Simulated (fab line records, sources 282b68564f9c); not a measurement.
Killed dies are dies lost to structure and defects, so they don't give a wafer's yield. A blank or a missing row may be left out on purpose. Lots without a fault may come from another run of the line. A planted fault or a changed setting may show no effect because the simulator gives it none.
One fault seen from 2 desks | flow rit_cmos | each desk has only its own numbers; what lay behind them comes last

THE TOOL OWNER'S DESK: litho_track-03
The tool's own readings at RIT_GATE_COAT_11 (resist thk 850 nm): means of the sampled wafers that have a number, for each lot that ran on this tool. A lot is out of limits, marked OUT, if its mean lies more than 4 standard deviations from the usual mean; the brackets give that distance.
Columns: A = spin_speed_rpm at RIT_GATE_COAT_11, usual 4249.9 rpm
lot  | first seen here | A
L919 | day 3 14:20     | 4250.7
L928 | day 5 07:36     | 4041.8 (-74) OUT
L929 | day 5 14:52     | 4043.0 (-74) OUT
This desk's finding: out of limits on L928, L929; first on L928, day 5 07:36 (spin_speed_rpm at RIT_GATE_COAT_11). In limits: L919.

THE METROLOGY DESK
What the gauges read, lot by lot, whatever tool the lot ran on: means of the sampled wafers that have a number. A lot is out of limits, marked OUT, if its mean lies more than 4 standard deviations from the usual mean; the brackets give that distance.
Columns: A = FIELD_OXIDE_LEFT_2_THK at RIT_FOX2_THK_MEAS_91, usual 256 nm; B = GATE_OXIDE_THK at RIT_GATE_THK_MEAS_07, usual 3.04 nm; C = GATE_POLY_THK at RIT_GATE_THK_MEAS_09, usual 250 nm; D = cd_nm at RIT_GATE_CD_MEAS_16, usual 151.5 nm; E = GATE_OVL at RIT_GATE_OVL_MEAS_17, usual 0.4 nm
lot  | first seen here | A   | B    | C   | D     | E
L916 | day 2 15:00     | 254 | 3.05 | 253 | 150.4 | 2.4
L919 | day 3 06:13     | 251 | 3.04 | 249 | 151.4 | 0.5
L928 | day 5 03:55     | 263 | 3.05 | 248 | 153.0 | -0.4
L929 | day 5 08:50     | 250 | 3.04 | 249 | 152.0 | 0.1
L930 | day 5 14:17     | 264 | 3.07 | 245 | 148.3 | 1.8
L935 | day 6 12:44     | 257 | 3.00 | 247 | 154.2 | -1.0
This desk's finding: nothing out of limits on any of the 6 lots.

PUT TOGETHER
The tool owner's desk could have raised an alarm at day 5 07:36, on L928, L929.
The metrology desk saw nothing out of limits.
The metrology desk has L928, L929 on record, within its limits.
Of the lots named, all ran RIT_GATE_COAT_11 on litho_track-03.

WHAT THE SIMULATOR HAD PUT IN
Process parameter drift: litho_track-03, from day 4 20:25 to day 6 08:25, at RIT_GATE_COAT_11. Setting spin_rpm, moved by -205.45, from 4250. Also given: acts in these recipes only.
Lots struck among those shown: L928, L929.
Hours from the fault's start to each desk's first reading out of limits: the tool owner's desk, 11.
